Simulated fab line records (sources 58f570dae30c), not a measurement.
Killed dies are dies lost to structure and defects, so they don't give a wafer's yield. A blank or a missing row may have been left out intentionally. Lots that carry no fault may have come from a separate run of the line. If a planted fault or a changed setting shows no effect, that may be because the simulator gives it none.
Which of the tools did it? + flow berkeley-cmos170 + 21 wafers from 7 lots sampled at 2 of the route's 331 steps

== WHAT EACH GAUGE READ, for each wafer ==
UCB170_SPACER_THK_MEAS_01.
| lot  | measured     | on            | SPACER_TEOS_THK (nm) |
|------|--------------|---------------|----------------------|
| L643 | day 6 15:37  | film-metro-04 | 373 373 382          |
| L646 | day 7 05:16  | film-metro-04 | 367 368 377          |
| L647 | day 8 04:27  | film-metro-04 | 369 377 377          |
| L655 | day 9 06:37  | film-metro-04 | 375 373 381          |
| L657 | day 9 16:35  | film-metro-03 | 371 380 375          |
| L660 | day 10 15:31 | film-metro-04 | 378 383 386          |
| L664 | day 11 18:10 | film-metro-04 | 376 376 379          |

== WHAT TOOL EACH LOT RAN ON (gives the tool, then ch and the chambers of the sampled wafers, and finally the start) ==
| lot  | UCB170_GATE_COAT_07               |
|------|-----------------------------------|
| L643 | litho-track-03 ch 0, day 6 10:00  |
| L646 | litho-track-03 ch 0, day 6 22:00  |
| L647 | litho-track-03 ch 0, day 7 23:00  |
| L655 | litho-track-03 ch 0, day 9 00:00  |
| L657 | litho-track-01 ch 0, day 9 11:00  |
| L660 | litho-track-01 ch 0, day 10 09:00 |
| L664 | litho-track-02 ch 0, day 11 11:00 |
- UCB170_GATE_COAT_07: resist thk 900 nm.

== THE ANSWER, worked out from the rows above alone ==
Rule: usual is defined by the lots themselves. Put in order of their means at a reading, lots are off if they are a third of the lots or fewer, leave a main group of 4 or more, and stand apart from it by a gap of 3 or more times the standard deviation of the main group's means; of several such gaps the widest counts. If all means in a main group match to the digits the tables above print for the reading, that group is not used. Also off: a lot with no number at a reading for which 4 or more lots have one. All remaining lots with rows at the step are treated as sound.
No lot is off on any of the readings shown, so nothing can be concluded from this.

== WHAT THE SIMULATOR PUT IN ==
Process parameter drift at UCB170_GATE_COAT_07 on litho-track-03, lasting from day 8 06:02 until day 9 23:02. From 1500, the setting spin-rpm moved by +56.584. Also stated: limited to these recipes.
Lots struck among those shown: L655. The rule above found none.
